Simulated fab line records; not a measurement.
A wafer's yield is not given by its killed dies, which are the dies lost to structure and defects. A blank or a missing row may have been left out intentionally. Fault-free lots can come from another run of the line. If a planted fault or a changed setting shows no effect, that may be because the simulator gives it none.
fab line records	flow berkeleyCmos170
[record] lots = 14	wafers = 42	lastDay = 12
route steps=331 shown PWELL@51 ACTIVE@73 PSD@181 NSD@195
lots that met no fault: taken from a fault-free run of the same line
startH: the number of hours between the record's first day and the start of the first shown wafer of the lot	waitH: hours elapsed since this lot's preceding step	" repeats the value in the row above	L1.1+2: a single row standing in for several wafers	- no value, or no start given	* or withheld: withheld	< > ~ a bound
route shown NAME@n: a module of which the file shows steps, and the number in the route of the first	usual: the fault-free wafers' mean and standard deviation	same: alike in all rows	chamber/n: place in a boat	sites: readings site by site	_std_site: standard deviation of those values	_edge_site: inner sites' mean taken away from outer sites' mean	radiusMm: how far each site lies from the wafer's centre	mask NAME#n: copy n	behind: the last tool/chamber to shape the wafer	hold: reason for holding the lot/hours on hold/outcome of the hold	device: transistor that didn't switch, given as n, p or np	end of line: the same wafers' tests at the end of the route	where a step has no rows: the recipe by itself	killed: dies lost to structure and defects at the first sort, not the wafer's yield	map: dies across one wafer; x = killed, . = not, _ = none there
set.NAME: the setting as run; set.NAME@STEP: as run at that earlier step	model.NAME: the simulator's own value behind a step, which no gauge read
steps of the route over a sample of lots; a table a step, a row a wafer
services: from which hour (startH, from the record's first day; less than 0 if before it) a tool's chamber was out of use, for how many hours, and why
[[steps]]
[step UCB170_PWELL_TW_MEAS_17]
[usual] PWELL_TW = 379.3/1.5
lot.wafer	tool	chamber	startH	waitH	PWELL_TW
L187.3	filmMetro-01	-	54.73	0.1	377.4
L187.5	"	-	"	"	378.7
L187.6	"	-	"	"	380.4
L188.1	filmMetro-01	-	62.53	0.1	379.4
L188.3	"	-	"	"	380.5
L188.6	"	-	"	"	379.5
L191.2	filmMetro-01	-	76.17	0.1	379.2
L191.3	"	-	"	"	380.1
L191.4	"	-	"	"	380.4
L190.2	filmMetro-01	-	76.51	0.1	377.7
L190.4	"	-	"	"	379.3
L190.5	"	-	"	"	378.9
L193.1	filmMetro-03	-	84.32	0.1	376.4
L193.3	"	-	"	"	379.4
L193.6	"	-	"	"	380.6
L195.1	filmMetro-04	-	102.61	0.1	378.6
L195.4	"	-	"	"	379.0
L195.5	"	-	"	"	380.6
L196.2	filmMetro-04	-	103.35	0.1	377.5
L196.3	"	-	"	"	376.9
L196.4	"	-	"	"	378.5
L200.1	filmMetro-03	-	116.75	0.1	378.5
L200.2	"	-	"	"	378.5
L200.6	"	-	"	"	379.2
L202.1	filmMetro-03	-	134.14	0.1	381.2
L202.4	"	-	"	"	380.6
L202.5	"	-	"	"	380.7
L204.1	filmMetro-01	-	141.53	0.1	378.0
L204.3	"	-	"	"	379.3
L204.4	"	-	"	"	377.5
L205.4	filmMetro-03	-	153.58	0.1	379.5
L205.5	"	-	"	"	378.7
L205.6	"	-	"	"	377.5
L207.3	filmMetro-04	-	159.87	0.1	375.9
L207.4	"	-	"	"	376.1
L207.5	"	-	"	"	375.0
L209.2	filmMetro-03	-	160.14	0.1	379.4
L209.3	"	-	"	"	378.8
L209.6	"	-	"	"	378.4
L208.1	filmMetro-01	-	172.15	0.1	378.6
L208.2	"	-	"	"	379.1
L208.5	"	-	"	"	376.7
[step UCB170_ACTIVE_CD_MEAS_13]
[recipe] targetCdNm = 1200
[usual] cdNm = 1199.6/1.3
lot.wafer	tool	chamber	startH	waitH	cdNm
L187.3	cdSem-02	-	80.17	-	1198.8
L187.5	"	-	"	"	1199.3
L187.6	"	-	"	"	1198.5
L188.1	cdSem-02	-	95.24	-	1198.2
L188.3	"	-	"	"	1198.2
L188.6	"	-	"	"	1198.3
L191.2	cdSem-01	-	104.53	-	1201.5
L191.3	"	-	"	"	1201.2
L191.4	"	-	"	"	1200.8
L190.2	cdSem-01	-	104.65	-	1198.9
L190.4	"	-	"	"	1197.9
L190.5	"	-	"	"	1198.9
L193.1	cdSem-02	-	111.95	-	1200.7
L193.3	"	-	"	"	1199.4
L193.6	"	-	"	"	1198.9
L195.1	cdSem-02	-	136.92	-	1198.7
L195.4	"	-	"	"	1200.3
L195.5	"	-	"	"	1198.7
L196.2	cdSem-01	-	137.28	-	1200.8
L196.3	"	-	"	"	1201.7
L196.4	"	-	"	"	1201.4
L200.1	cdSem-02	-	144.11	-	1201.1
L200.2	"	-	"	"	1199.2
L200.6	"	-	"	"	1198.5
L202.1	cdSem-01	-	155.33	-	1199.6
L202.4	"	-	"	"	1197.5
L202.5	"	-	"	"	1197.1
L204.1	cdSem-02	-	160.91	-	1197.8
L204.3	"	-	"	"	1199.1
L204.4	"	-	"	"	1197.8
L205.4	cdSem-01	-	182.40	-	1201.1
L205.5	"	-	"	"	1201.9
L205.6	"	-	"	"	1201.5
L209.2	cdSem-01	-	187.36	-	1199.1
L209.3	"	-	"	"	1197.9
L209.6	"	-	"	"	1200.1
L207.3	cdSem-02	-	187.66	-	1200.3
L207.4	"	-	"	"	1200.4
L207.5	"	-	"	"	1199.3
L208.1	cdSem-01	-	207.35	-	1199.5
L208.2	"	-	"	"	1201.1
L208.5	"	-	"	"	1200.9
[step UCB170_PSD_CD_MEAS_06]
[recipe] targetCdNm = 1200
[usual] cdNm = 1199.3/1.2
lot.wafer	tool	chamber	startH	waitH	cdNm
L187.3	cdSem-02	-	138.84	-	1198.2
L187.5	"	-	"	"	1199.1
L187.6	"	-	"	"	1197.0
L188.1	cdSem-02	-	154.21	-	1199.5
L188.3	"	-	"	"	1199.5
L188.6	"	-	"	"	1200.9
L191.2	cdSem-01	-	162.63	-	1197.9
L191.3	"	-	"	"	1198.6
L191.4	"	-	"	"	1198.5
L190.2	cdSem-01	-	162.99	-	1199.3
L190.4	"	-	"	"	1196.3
L190.5	"	-	"	"	1197.9
L193.1	cdSem-01	-	166.07	-	1198.1
L193.3	"	-	"	"	1198.0
L193.6	"	-	"	"	1196.9
L196.2	cdSem-02	-	191.23	-	1201.0
L196.3	"	-	"	"	1200.2
L196.4	"	-	"	"	1201.4
L195.1	cdSem-02	-	191.49	-	1198.4
L195.4	"	-	"	"	1200.4
L195.5	"	-	"	"	1197.1
L200.1	cdSem-02	-	198.16	-	1198.7
L200.2	"	-	"	"	1198.6
L200.6	"	-	"	"	1198.8
L202.1	cdSem-02	-	217.27	-	1199.0
L202.4	"	-	"	"	1200.1
L202.5	"	-	"	"	1200.8
L204.1	cdSem-01	-	229.79	-	1200.1
L204.3	"	-	"	"	1200.7
L204.4	"	-	"	"	1201.7
L209.2	cdSem-01	-	252.58	-	1201.1
L209.3	"	-	"	"	1200.3
L209.6	"	-	"	"	1200.9
L205.4	cdSem-01	-	252.98	-	1197.3
L205.5	"	-	"	"	1197.3
L205.6	"	-	"	"	1198.3
L207.3	cdSem-01	-	258.60	-	1199.6
L207.4	"	-	"	"	1201.1
L207.5	"	-	"	"	1199.8
L208.1	cdSem-02	-	267.32	-	1199.1
L208.2	"	-	"	"	1200.3
L208.5	"	-	"	"	1199.5
[step UCB170_NSD_IMPLANT_08]
[recipe] species = P	doseCm2 = 2.958e+15	energyKev = 40	tiltDeg = 7
[usual] beamOnS = 9.99/0.22	faradayCurrentUA = 9140/190	tiltDeg = 6.998/0.021
lot.wafer	tool	chamber	startH	waitH	beamOnS	faradayCurrentUA	tiltDeg
L187.3	implanter-01	0	143.14	0.1	10.12	9010	7.017
L187.5	"	0	"	"	9.60	9501	6.984
L187.6	"	0	"	"	9.80	9290	7.013
L188.1	implanter-02	0	158.49	0.0	9.93	9195	6.969
L188.3	"	0	"	"	10.07	9105	6.996
L188.6	"	0	"	"	9.73	9353	6.980
L191.2	implanter-01	0	166.31	0.0	9.85	9260	7.043
L191.3	"	0	"	"	10.28	8944	7.006
L191.4	"	0	"	"	10.18	8983	7.003
L190.2	implanter-02	0	166.63	0.1	9.81	9300	6.984
L190.4	"	0	"	"	10.01	9107	7.000
L190.5	"	0	"	"	9.83	9254	6.990
L193.1	implanter-01	0	168.05	0.0	9.70	9393	6.992
L193.3	"	0	"	"	10.06	9059	6.976
L193.6	"	0	"	"	9.79	9299	6.998
L196.2	implanter-02	0	192.88	0.0	10.31	8838	6.997
L196.3	"	0	"	"	9.83	9260	6.986
L196.4	"	0	"	"	9.97	9197	6.996
L195.1	implanter-01	0	193.25	0.0	9.72	9383	7.022
L195.4	"	0	"	"	10.04	9118	7.018
L195.5	"	0	"	"	9.92	9235	7.018
L200.1	implanter-03	0	199.93	0.0	9.69	9373	7.012
L200.2	"	0	"	"	9.98	9141	7.013
L200.6	"	0	"	"	9.61	9480	6.998
L202.1	implanter-03	0	219.45	0.0	10.35	8805	6.981
L202.4	"	0	"	"	9.75	9352	6.995
L202.5	"	0	"	"	10.67	8597	6.977
L204.1	implanter-02	0	233.81	0.0	7.47	12272	6.983
L204.3	"	0	"	"	7.72	11818	6.994
L204.4	"	0	"	"	7.88	11619	6.989
L209.2	implanter-03	0	255.52	0.0	9.87	9246	6.996
L209.3	"	0	"	"	10.21	8891	6.986
L209.6	"	0	"	"	9.89	9176	6.955
L205.4	implanter-02	0	255.93	0.1	7.50	12150	6.988
L205.5	"	0	"	"	7.52	12152	6.987
L205.6	"	0	"	"	7.72	11792	6.988
L207.3	implanter-01	0	263.70	0.1	9.81	9326	6.966
L207.4	"	0	"	"	10.09	9081	6.973
L207.5	"	0	"	"	10.12	9062	6.970
L208.1	implanter-01	0	269.41	0.0	9.95	9212	7.013
L208.2	"	0	"	"	9.99	9167	6.987
L208.5	"	0	"	"	9.74	9372	7.040
[step UCB170_NSD_STRIP_09]
[recipe] chemistry = O2	powerW = 400	pressureMtorr = 3500	platenTempC = withheld	o2FlowSccm = 400	overashFraction = 0.5
[usual] drypumpMotorCurrentA = 6.0/0.33	oesProductAu = 0.535/0.0044	stripTimeToEndpointS = 35.71/0.076
lot.wafer	tool	chamber	startH	waitH	drypumpMotorCurrentA	oesProductAu	rfHoursCounterH	stripTimeToEndpointS
L187.3	plasmaAsher-01	0	143.27	0.1	6.5	0.539	-	35.69
L187.5	"	0	"	"	6.5	0.541	-	35.72
L187.6	"	1	"	"	5.5	0.536	-	35.65
L188.1	plasmaAsher-01	1	158.64	0.1	5.5	0.536	46	35.63
L188.3	"	1	"	"	5.5	0.532	-	35.70
L188.6	"	1	"	"	5.5	0.535	-	35.59
L191.2	plasmaAsher-02	0	166.43	0.1	5.7	0.538	38	35.71
L191.3	"	1	"	"	6.0	0.540	-	35.67
L191.4	"	0	"	"	5.7	0.536	-	35.77
L190.2	plasmaAsher-02	1	166.76	0.1	6.0	0.534	38	35.89
L190.4	"	0	"	"	5.7	0.536	-	35.69
L190.5	"	1	"	"	6.0	0.548	-	35.82
L193.1	plasmaAsher-01	0	168.20	0.1	6.5	0.538	48	35.63
L193.3	"	1	"	"	5.5	0.531	-	35.67
L193.6	"	1	"	"	5.5	0.531	-	35.67
L196.2	plasmaAsher-01	0	193.00	0.1	6.5	0.530	50	35.72
L196.3	"	1	"	"	5.5	0.534	-	35.78
L196.4	"	0	"	"	6.5	0.535	-	35.72
L195.1	plasmaAsher-02	1	193.40	0.1	6.1	0.533	42	35.71
L195.4	"	1	"	"	6.1	0.534	-	35.67
L195.5	"	0	"	"	5.7	0.542	-	35.74
L200.1	plasmaAsher-01	0	200.08	0.1	6.5	0.539	51	35.82
L200.2	"	1	"	"	5.5	0.530	51	35.84
L200.6	"	1	"	"	5.5	0.531	-	35.71
L202.1	plasmaAsher-01	1	219.60	0.1	5.5	0.530	53	35.61
L202.4	"	0	"	"	6.5	0.531	-	35.64
L202.5	"	1	"	"	5.5	0.531	-	35.60
L204.1	plasmaAsher-02	1	233.96	0.1	6.1	0.552	45	33.09
L204.3	"	0	"	"	5.7	0.555	-	33.12
L204.4	"	1	"	"	6.1	0.557	-	33.18
L209.2	plasmaAsher-04	1	255.64	0.1	6.2	0.535	12	35.66
L209.3	"	0	"	"	5.9	0.538	-	35.69
L209.6	"	0	"	"	5.9	0.538	-	35.62
L205.4	plasmaAsher-04	0	256.04	0.1	5.8	0.563	-	33.36
L205.5	"	1	"	"	6.2	0.554	-	33.37
L205.6	"	0	"	"	5.8	0.562	-	33.37
L207.3	plasmaAsher-04	0	263.83	0.1	5.8	0.535	-	35.72
L207.4	"	1	"	"	6.1	0.535	-	35.64
L207.5	"	1	"	"	6.2	0.531	-	35.67
L208.1	plasmaAsher-02	1	269.56	0.1	6.1	0.531	49	35.66
L208.2	"	0	"	"	5.7	0.529	49	35.70
L208.5	"	1	"	"	6.1	0.535	-	35.80
[step UCB170_NSD_TW_MEAS_10]
[usual] NSD_TW = 4177/18
lot.wafer	tool	chamber	startH	waitH	NSD_TW
L187.3	filmMetro-02	-	143.36	0.1	4199
L187.5	"	-	"	"	4213
L187.6	"	-	"	"	4194
L188.1	filmMetro-01	-	158.74	0.1	4197
L188.3	"	-	"	"	4184
L188.6	"	-	"	"	4181
L191.2	filmMetro-04	-	166.54	0.1	4148
L191.3	"	-	"	"	4166
L191.4	"	-	"	"	4159
L190.2	filmMetro-02	-	166.87	0.1	4187
L190.4	"	-	"	"	4181
L190.5	"	-	"	"	4180
L193.1	filmMetro-04	-	168.37	0.1	4136
L193.3	"	-	"	"	4133
L193.6	"	-	"	"	4157
L196.2	filmMetro-02	-	193.11	0.1	4187
L196.3	"	-	"	"	4196
L196.4	"	-	"	"	4183
L195.1	filmMetro-02	-	193.50	0.1	4176
L195.4	"	-	"	"	4178
L195.5	"	-	"	"	4163
L200.1	filmMetro-04	-	200.18	0.1	4171
L200.2	"	-	"	"	4166
L200.6	"	-	"	"	4160
L202.1	filmMetro-02	-	219.70	0.1	4195
L202.4	"	-	"	"	4172
L202.5	"	-	"	"	4175
L204.1	filmMetro-01	-	234.06	0.1	4043
L204.3	"	-	"	"	4082
L204.4	"	-	"	"	4061
L209.2	filmMetro-01	-	255.75	0.1	4157
L209.3	"	-	"	"	4159
L209.6	"	-	"	"	4176
L205.4	filmMetro-02	-	256.14	0.1	4043
L205.5	"	-	"	"	4064
L205.6	"	-	"	"	4044
L207.3	filmMetro-04	-	263.92	0.1	4189
L207.4	"	-	"	"	4184
L207.5	"	-	"	"	4199
L208.1	filmMetro-02	-	269.66	0.1	4171
L208.2	"	-	"	"	4163
L208.5	"	-	"	"	4173
[step UCB170_SDANNEAL_RS_MEAS_03]
[recipe] thkMeasGauge = four-point-probe
[usual] NSD_RS = 37.52/0.09
lot.wafer	tool	chamber	startH	waitH	NSD_RS[ohm/sq]
L187.3	filmMetro-02	-	145.28	0.1	37.60
L187.5	"	-	"	"	37.59
L187.6	"	-	"	"	37.68
L188.1	filmMetro-01	-	160.25	0.1	37.42
L188.3	"	-	"	"	37.45
L188.6	"	-	"	"	37.43
L191.2	filmMetro-01	-	167.86	0.1	37.49
L191.3	"	-	"	"	37.41
L191.4	"	-	"	"	37.42
L190.2	filmMetro-02	-	168.15	0.1	37.60
L190.4	"	-	"	"	37.59
L190.5	"	-	"	"	37.53
L193.1	filmMetro-04	-	169.61	0.1	37.51
L193.3	"	-	"	"	37.54
L193.6	"	-	"	"	37.45
L196.2	filmMetro-04	-	194.39	0.1	37.54
L196.3	"	-	"	"	37.46
L196.4	"	-	"	"	37.37
L195.1	filmMetro-01	-	194.79	0.1	37.43
L195.4	"	-	"	"	37.45
L195.5	"	-	"	"	37.38
L200.1	filmMetro-01	-	201.43	0.1	37.43
L200.2	"	-	"	"	37.29
L200.6	"	-	"	"	37.36
L202.1	filmMetro-02	-	220.90	0.1	37.55
L202.4	"	-	"	"	37.58
L202.5	"	-	"	"	37.62
L204.1	filmMetro-01	-	235.48	0.1	43.68
L204.3	"	-	"	"	43.46
L204.4	"	-	"	"	43.35
L209.2	filmMetro-02	-	257.02	0.1	37.50
L209.3	"	-	"	"	37.49
L209.6	"	-	"	"	37.54
L205.4	filmMetro-04	-	257.71	0.1	43.13
L205.5	"	-	"	"	43.04
L205.6	"	-	"	"	42.96
L207.3	filmMetro-01	-	265.54	0.1	37.50
L207.4	"	-	"	"	37.56
L207.5	"	-	"	"	37.59
L208.1	filmMetro-01	-	270.87	0.1	37.49
L208.2	"	-	"	"	37.38
L208.5	"	-	"	"	37.43
[[services]]
tool	chamber	startH	hours	kind
implanter-01	-	125.98	2.5	repair
plasmaAsher-04	-	145.42	14.6	pm
implanter-01	-	160.48	3.2	pm
implanter-01	-	164.15	1.2	repair
implanter-03	-	228.81	3.4	repair
implanter-03	-	259.53	0.5	repair
[[key]]
[firstSign] step = UCB170_NSD_IMPLANT_08	reading = faradayCurrentUA	direction = up	sigmas = 15	usual = 9140	struck = 11967
[effect] step = UCB170_NSD_IMPLANT_08	reading = beamOnS	direction = down	sigmas = 11	usual = 9.99	struck = 7.63
[effect] step = UCB170_NSD_STRIP_09	reading = stripTimeToEndpointS	direction = down	sigmas = 33	usual = *	struck = *
[effect] step = UCB170_NSD_TW_MEAS_10	reading = NSD_TW	direction = down	sigmas = 6.7	usual = 4177	struck = 4056
[effect] step = UCB170_SDANNEAL_RS_MEAS_03	reading = NSD_RS	direction = up	sigmas = 64	usual = 37.52	struck = 43.27
metAt UCB170_NSD_IMPLANT_08
struckLots L204,L205
rowsEnd L204.1,L204.3,L204.4,L205.4,L205.5,L205.6
notActingAt UCB170_PWELL_TW_MEAS_17,UCB170_ACTIVE_CD_MEAS_13,UCB170_PSD_CD_MEAS_06
onsetBetween 192.88 233.81
[fault] kind = processParameterDrift	tool = implanter-02	chamber = -	onsetH = 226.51	steps = UCB170_NSD_IMPLANT_08	channel = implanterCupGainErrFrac	offset = 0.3	shape = step	endH = 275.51
// rowsEnd: these wafers met a further fault down the route, and their rows from its step on are left out
